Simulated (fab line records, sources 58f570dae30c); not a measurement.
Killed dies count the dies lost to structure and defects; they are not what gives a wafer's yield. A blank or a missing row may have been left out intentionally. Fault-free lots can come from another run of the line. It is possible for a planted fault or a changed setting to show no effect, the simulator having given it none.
What tool caused it? ; flow berkeley_cmos170 ; 15 lots with 45 wafers sampled at 2 steps, on a route of 331 steps

## WHAT THE GAUGES READ, wafer by wafer
UCB170_SCREENOX_THK_MEAS_02.
lot;measured;on;SCREENOX_OXIDE_THK (nm)
L363;day 5 05:47;film_metro-04;14.12 14.14 13.98
L364;day 5 05:47;film_metro-03;14.39 14.72 14.39
L365;day 5 05:47;film_metro-01;14.02 14.21 14.06
L366;day 5 18:57;film_metro-03;14.55 14.44 14.47
L367;day 5 18:56;film_metro-01;13.66 14.09 13.81
L368;day 6 06:32;film_metro-01;14.17 14.35 14.25
L369;day 6 06:32;film_metro-03;14.19 14.29 14.25
L370;day 6 18:17;film_metro-03;14.31 14.53 14.24
L371;day 7 04:47;film_metro-03;14.44 14.57 14.39
L372;day 7 04:47;film_metro-04;14.40 14.51 14.49
L375;day 7 21:49;film_metro-01;22.94 22.88 23.05
L376;day 8 03:06;film_metro-04;14.66 14.66 14.68
L378;day 8 03:06;film_metro-01;14.69 14.80 14.89
L383;day 9 15:33;film_metro-04;23.12 22.75 22.57
L384;day 9 21:54;film_metro-01;22.34 22.44 22.63

## WHICH TOOL RAN EACH LOT (tool, then ch and the chambers of the sampled wafers, then the start)
lot;UCB170_SCREENOX_OXIDATION_01
L363;furnace-04 ch 0, day 5 04:07
L364;furnace-04 ch 0, day 5 04:07
L365;furnace-04 ch 0, day 5 04:07
L366;furnace-02 ch 0, day 5 17:17
L367;furnace-02 ch 0, day 5 17:17
L368;furnace-02 ch 0, day 6 04:53
L369;furnace-02 ch 0, day 6 04:53
L370;furnace-03 ch 0, day 6 16:38
L371;furnace-02 ch 0, day 7 03:07
L372;furnace-02 ch 0, day 7 03:07
L375;furnace-03 ch 0, day 7 16:49
L376;furnace-02 ch 0, day 8 01:26
L378;furnace-02 ch 0, day 8 01:26
L383;furnace-03 ch 0, day 9 10:32
L384;furnace-04 ch 0, day 9 17:11
- UCB170_SCREENOX_OXIDATION_01: target thk 14.4 nm, ox time 2400 s.

## AS READ BY THE TOOLS THEMSELVES (means over the sampled wafers that have a number; for cases with no such wafer, the mark the record gives instead)
UCB170_SCREENOX_OXIDATION_01.
lot;tool;ox_temp_c (C)
L363;furnace-04;900.2
L364;furnace-04;899.9
L365;furnace-04;899.9
L366;furnace-02;900.0
L367;furnace-02;899.7
L368;furnace-02;899.9
L369;furnace-02;899.8
L370;furnace-03;900.4
L371;furnace-02;900.1
L372;furnace-02;899.9
L375;furnace-03;899.6
L376;furnace-02;900.0
L378;furnace-02;899.5
L383;furnace-03;900.0
L384;furnace-04;900.2

## THE ANSWER, worked out from the rows above alone
Rule: usual is defined by the lots themselves. Put in order of their means at a reading, lots are off if they are a third of the lots or fewer, leave a main group of 4 or more, and stand apart from it by a gap of 3 or more times the standard deviation of the main group's means; of several such gaps the widest counts. If all means in a main group match to the digits the tables above print for the reading, that group is not used. A lot without any number at a reading at which 4 lots or more have one is off too. All remaining lots with rows at the step are treated as sound. First the gauges in route order, then the tools' own readings, where a lot's mean is used as printed above. The first step at which some lot is off is used, and at that step the reading that is off furthest; a lot without a number counts as furthest.
Off: L375, L383, L384, seen at UCB170_SCREENOX_THK_MEAS_02 (SCREENOX_OXIDE_THK). Mean 14.36 nm and standard deviation 0.25 in the main group.
A tool fits if, at a process step before that reading, it ran every lot that is off, and no sound lot after the first of them. Those tools and the gauges at UCB170_SCREENOX_THK_MEAS_02 are tried in the same way. None of those tried fits.

## WHAT THE SIMULATOR HAD PUT IN
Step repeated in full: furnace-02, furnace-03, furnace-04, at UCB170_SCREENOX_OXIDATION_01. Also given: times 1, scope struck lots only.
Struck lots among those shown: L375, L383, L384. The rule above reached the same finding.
